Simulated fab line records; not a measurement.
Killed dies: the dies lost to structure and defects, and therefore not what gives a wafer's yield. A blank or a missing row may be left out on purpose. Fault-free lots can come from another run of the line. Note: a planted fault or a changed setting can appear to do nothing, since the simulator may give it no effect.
A lot that was struck, set against a sound lot / flow rit cmos / 27 out of 202 route steps
Sound: these wafers, L948.1, L948.3, L948.6. Struck: wafer L955.3 (left out: L955.2, L955.6 of the same lot, which were not struck); the cause appears at the end.
For every step that has rows: the tool of each side, followed by ch and its chambers, followed by its first start. Under that, the readings that differ: sound wafers / struck wafers / difference of the means / sigmas: that difference in standard deviations of wafers without a fault.
alike: readings whose means differ by less than 2 such deviations, and words and numbers that are the same on both sides. not compared: withheld readings, readings that some wafer has no value for, bounds like >300 that may hide the same value, and numbers for which the record gives no deviation and whose values overlap.
The two part at a step that has a row with sigmas, a row that says differs or no value, or rows on one side only. Non-overlapping numbers with no deviation appear without sigmas and do not part them. Lack of a reading on every wafer of one side parts them only where that side has two or more wafers.

first, 4 steps without rows for these wafers: RIT_CONTACT_SOFTBAKE_04 (time 60 s); RIT_CONTACT_EXPOSE_05 (exposes mask M11, target cd 1000 nm); RIT_CONTACT_PEB_06; RIT_CONTACT_DEVELOP_07 (develop time 120 s).
RIT_CONTACT_CD_MEAS_08 targets a cd of 1000 nm.
  sound on cd sem-01, day 4 08:31; struck on cd sem-01, day 5 15:49
  alike: cd nm
RIT_CONTACT_OVL_MEAS_09:
  sound on overlay-01, day 4 08:38; struck on overlay-01, day 5 15:55
  alike: CONTACT_OVL
then, 1 step without rows for these wafers: RIT_CONTACT_HARDBAKE_10 (time 60 s).
RIT_CONTACT_ETCH_11: etches SiO2 in CHF3/CF4/Ar, stops on TiSi2, target depth 480 nm, time 320 s.
  sound on rie diel-04 ch 0,1,3, day 4 08:49; struck on rie diel-02 ch 1, day 5 16:06
  alike: drypump motor current A, oes product au, throttle valve pct
  not compared: rf hours counter h
RIT_CONTACT_STRIP_12: strips in O2, time 180 s.
  sound on plasma asher-01 ch 0,1, day 4 09:01; struck on plasma asher-02 ch 1, day 5 16:17
  alike: drypump motor current A
  not compared: rf hours counter h
RIT_CONTACT_CD_MEAS_90 targets a cd of 1000 nm.
  sound on cd sem-01, day 4 09:11; struck on cd sem-01, day 5 16:29
  alike: cd nm
then, 2 steps without rows for these wafers: RIT_CONTACT_CLEAN_13 (cleans in SC1, time 600 s); RIT_CONTACT_CLEAN_14 (cleans in SC2, time 600 s).
RIT_M1_SPUTTER_00: material Al, target thk 400 nm, time 500 s.
  sound on pvd sputter-01, day 4 09:40; struck on pvd sputter-01, day 5 16:58
reading=model.Al_of_M1_SPUTTER_00.thk nm (nm); sound=395 395.6 396.4; struck=573.4; difference=+177.7; sigmas=
  alike: cathode dc power W, throttle valve pct
RIT_M1_RS_MEAS_01: the measuring method here is four-point-probe.
  sound on film metro-01, day 4 09:58; struck on film metro-04, day 5 17:17
reading=M1_AL_RS (ohm/sq); sound=0.0744 0.0743 0.0740; struck=0.0508; difference=-0.0234; sigmas=-30
RIT_M1_THK_MEAS_02: measures by xrf.
  sound on film metro-01, day 4 10:05; struck on film metro-04, day 5 17:23
reading=M1_AL_THK (nm); sound=394 396 393; struck=576; difference=+182; sigmas=+40
then, 6 steps without rows for these wafers: RIT_M1_HMDS_03 (prime time 60 s); RIT_M1_COAT_04 (resist thk 1300 nm); RIT_M1_SOFTBAKE_05 (time 60 s); RIT_M1_EXPOSE_06 (exposes mask M12, target cd 2600 nm); RIT_M1_PEB_07; RIT_M1_DEVELOP_08 (develop time 68 s).
RIT_M1_CD_MEAS_09 targets a cd of 2600 nm.
  sound on cd sem-01, day 4 11:32; struck on cd sem-01, day 5 18:20
  alike: cd nm
RIT_M1_OVL_MEAS_10:
  sound on overlay-02, day 4 11:39; struck on overlay-02, day 5 18:27
  alike: M1_OVL
then, 1 step without rows for these wafers: RIT_M1_HARDBAKE_11 (time 120 s).
RIT_M1_METAL_ETCH_12: etches Al in Cl2/BCl3, stops on SiO2, time 165 s, target depth 600 nm.
  sound on rie metal-01 ch 0, day 4 11:56; struck on rie metal-04 ch 1, day 5 18:44
reading=oes product au (a.u.); sound=0.767 0.768 0.770; struck=0.944; difference=+0.176; sigmas=+18
  alike: drypump motor current A, throttle valve pct
  not compared: rf hours counter h
then, 1 step without rows for these wafers: RIT_M1_STRIP_13 (strips in nmp, time 600 s).
RIT_M1_PROBE_99:
  sound on prober-02, day 4 14:11; struck on prober-01, day 5 21:06
reading=killed_at_M0_to_M3; sound=0 0 0; struck=6; difference=+6; sigmas=+50
reading=model.etest.tester.sort n pass; sound=258 254 257; struck=0; difference=-256; sigmas=
reading=model.etest.tester.sort yield pct (%); sound=97.73 96.21 97.35; struck=0; difference=-97; sigmas=
reading=model.etest.tester.sort_bin_5_pct (%); sound=1.515 3.409 1.136; struck=3.788; difference=+1.768; sigmas=
reading=model.etest.m1.rs ohm sq; sound=0.07391 0.07323 0.073; struck=0.05094; difference=-0.02244; sigmas=
reading=model.etest.antenna m1.vt shift v (V); sound=-0.01132 -0.01121 -0.01518; struck=-0.005254; difference=+0.007316; sigmas=
  alike: defect limited yield, killed at contacts, killed at front end, killed dies, killed open, killed short

## WHERE THEY PART
First at RIT_M1_RS_MEAS_01; last, within this record, at RIT_M1_PROBE_99.

WHY: the cause the simulator had injected
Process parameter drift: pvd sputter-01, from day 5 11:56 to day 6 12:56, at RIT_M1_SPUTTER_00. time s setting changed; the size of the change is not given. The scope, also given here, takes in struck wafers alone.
